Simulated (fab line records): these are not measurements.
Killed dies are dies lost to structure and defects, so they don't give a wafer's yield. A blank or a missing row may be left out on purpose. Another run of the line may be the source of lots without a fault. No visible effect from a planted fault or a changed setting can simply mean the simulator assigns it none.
Split-lot study -- flow rit-cmos -- on a route of 202 steps: 5 lots, 23 wafers read

THE SPLIT
At RIT_ACTIVE_DEVELOP_10 (develop time 50 s), the setting develop-time-s was moved away from the recipe's 50 s on 8 of the 23 wafers read, by -13.1% to +14.9%. The other wafers ran this setting at the recipe's value.

FROM THE SPLIT TO THE READING: what the file shows between them, 4 steps
- RIT_ACTIVE_CD_MEAS_11: target cd 1400 nm
- RIT_ACTIVE_HARDBAKE_12: time 60 s
- RIT_ACTIVE_ETCH_13: etches Si3N4 in SF6, stops on SiO2, time 210 s, target depth 210 nm
- RIT_ACTIVE_STRIP_14: strips in O2, time 180 s

THE READING
cd-nm (nm) at RIT_ACTIVE_CD_MEAS_90, where the cd target is 1400 nm. A value of 1400.2 nm with a standard deviation of 2.5 nm is what fault-free wafers of this fab line usually give.

wafer,"tool, chamber at the split","develop-time-s as run, s",against the recipe,"cd-nm, nm",against lot-mates on the recipe
L074.1,"litho-track-01, 0",50,recipe,1401.7,-
L074.2,"litho-track-01, 0",50,recipe,1402.0,-
L074.4,"litho-track-01, 0",50,recipe,1398.4,-
L074.5,"litho-track-01, 0",50,recipe,1401.2,-
L074.6,"litho-track-01, 0",50,recipe,1402.3,-
L075.1,"litho-track-01, 0",50,recipe,1398.5,-
L075.2,"litho-track-01, 0",43.45,-13.1%,1410.1,+11.4
L075.3,"litho-track-01, 0",50,recipe,1398.9,-
L075.4,"litho-track-01, 0",43.45,-13.1%,1411.3,+12.6
L075.6,"litho-track-01, 0",43.45,-13.1%,1411.2,+12.5
L078.1,"litho-track-01, 0",57.45,+14.9%,1386.4,-13.1
L078.3,"litho-track-01, 0",50,recipe,1399.8,-
L078.4,"litho-track-01, 0",50,recipe,1398.2,-
L078.5,"litho-track-01, 0",57.45,+14.9%,1386.9,-12.6
L078.6,"litho-track-01, 0",50,recipe,1400.6,-
L080.1,"litho-track-04, 0",54.46,+8.9%,1392.9,-8.8
L080.2,"litho-track-04, 0",54.46,+8.9%,1393.0,-8.8
L080.3,"litho-track-04, 0",54.46,+8.9%,1394.4,-7.3
L080.5,"litho-track-04, 0",50,recipe,1401.4,-
L080.6,"litho-track-04, 0",50,recipe,1402.1,-
L085.2,"litho-track-02, 0",50,recipe,1401.1,-
L085.3,"litho-track-02, 0",50,recipe,1399.4,-
L085.6,"litho-track-02, 0",50,recipe,1399.8,-

FIT RESULTS
A straight line over all 23 wafers: cd-nm changes by -0.839 nm for each +1% of develop-time-s; r = -0.98; the points scatter about the line by 1.3 nm.
The same after taking each lot's own level away (the mean of its wafers on the recipe; 23 wafers): -0.907 nm for each +1%; r = -0.99; scatter 0.93 nm.
Per that fit: largest develop-time-s move, reading shift of 14 nm.
Across the lots, their own levels run from 1398.70 to 1401.75 nm, a range of 1.2 times the standard deviation given above.
The two slopes agree, so the slope changes little with the lot-to-lot level.
Check: -13.5 nm against its lot-mates is what the line predicts for one of the wafers moved furthest among these (+14.9%) when that wafer is left out of the fit. Against them it came out at -13.1 nm.

THESE WAFERS: OTHER SPLITS
Other splits were also applied to these wafers ahead of the reading. Each is held against what the fit with the lots' levels taken away leaves over:
other split on the same wafers,wafers away from the commonest value,r with cd-nm (lot level and that fit taken away)
RIT_ACTIVE_OXIDATION_01 temp-c,15,+0.12

THE WHOLE CHAIN: every reading that the file lists as answering this split, in the file's order
step,what it does,reading,change (the file's fit),r (the file's)
RIT_ACTIVE_CD_MEAS_11,target cd 1400 nm,cd-nm,-0.904 nm for each +1% of the setting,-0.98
RIT_ACTIVE_ETCH_13,"etches Si3N4 in SF6, stops on SiO2, time 210 s, target depth 210 nm","ACTIVE.cd-nm (the simulator's own value, which no gauge read)",-0.9 nm for each +1% of the setting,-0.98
RIT_ACTIVE_CD_MEAS_90,target cd 1400 nm,cd-nm,-0.898 nm for each +1% of the setting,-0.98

FILE'S OWN FIT
cd-nm changes by -0.898 nm for each +1% of develop-time-s, r = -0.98.
